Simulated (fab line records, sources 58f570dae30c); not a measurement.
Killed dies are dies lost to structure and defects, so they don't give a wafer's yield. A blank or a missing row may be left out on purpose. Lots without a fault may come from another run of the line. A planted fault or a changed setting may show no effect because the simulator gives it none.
A struck lot beside a sound one | flow berkeley_cmos170 | 15 steps out of a route of 331
Sound: wafers L522.2, L522.4, L522.6. Struck: wafers L529.2, L529.5, L529.6. The cause comes at the end.
At each step with rows: each side's tool, then ch and its chambers, then its first start. Under that, the readings that differ: sound wafers | struck wafers | difference of the means | sigmas: that difference in standard deviations of wafers without a fault.
alike: readings whose means differ by less than 2 such deviations, and words and numbers that are the same on both sides. not compared: withheld readings, readings that some wafer has no value for, bounds like >300 that may hide the same value, and numbers for which the record gives no deviation and whose values overlap.
The two part at a step that has a row with sigmas, a row that says differs or no value, or rows on one side only. Numbers that don't overlap but have no deviation are shown without sigmas and don't part them. A reading that every wafer of one side lacks parts them only if that side has two wafers or more.

UCB170_SACOX_THK_MEAS_02:
  sound on film_metro-04, day 5 12:32; struck on film_metro-04, day 6 18:37
  alike: SACOX_OXIDE_THK
then, 2 steps without rows for these wafers: UCB170_SCREENOX_WET_ETCH_00 (etches SiO2 in dHF, time 200 s); UCB170_SCREENOX_OXIDATION_01 (target thk 14.4 nm, ox time 2292 s).
UCB170_SCREENOX_THK_MEAS_02:
  sound on film_metro-02, day 5 14:38; struck on film_metro-02, day 6 21:53
  alike: SCREENOX_OXIDE_THK
then, 7 steps without rows for these wafers: UCB170_SCREENOX_ANNEAL_03 (time 900 s); UCB170_NVT_HMDS_00 (prime time 60 s); UCB170_NVT_COAT_01 (resist thk 900 nm); UCB170_NVT_SOFTBAKE_02 (time 60 s); UCB170_NVT_EXPOSE_03 (exposes mask PWELL, target cd 3000 nm); UCB170_NVT_PEB_04; UCB170_NVT_DEVELOP_05 (develop time 45 s).
UCB170_NVT_OVL_MEAS_06:
  sound on overlay-02, day 5 19:40; struck on overlay-01, day 7 03:13
  alike: NVT_OVL
UCB170_NVT_IMPLANT_07:
  sound on implanter-01 ch 0, day 5 19:46; struck on implanter-04 ch 0, day 7 03:16
  reading            | sound             | struck            | difference | sigmas
  tilt_deg (degrees) | 6.990 7.002 6.978 | 6.516 6.516 6.525 | -0.471     | -25
UCB170_NVT_STRIP_08: strips in O2.
  sound on plasma_asher-02 ch 0,1, day 5 20:08; struck on plasma_asher-03 ch 0,1, day 7 03:23
  reading                      | sound             | struck            | difference | sigmas
  strip_time_to_endpoint_s (s) | 21.54 21.47 21.48 | 21.63 21.66 21.74 | +0.18      | +3
  alike: drypump_motor_current_A, oes_product_au
  not compared: rf_hours_counter_h
UCB170_M3_PROBE_99:
  the record has rows for the sound wafers here (prober-01, day 8 03:44) and none for the struck ones

WHERE THEY PART
First at UCB170_NVT_IMPLANT_07; last, within this record, at UCB170_M3_PROBE_99.

WHY: what the simulator had put in
Process parameter drift: implanter-04, from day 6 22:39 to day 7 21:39, at UCB170_NVT_IMPLANT_07. Setting tilt_deg, moved by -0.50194, from 7. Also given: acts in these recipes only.
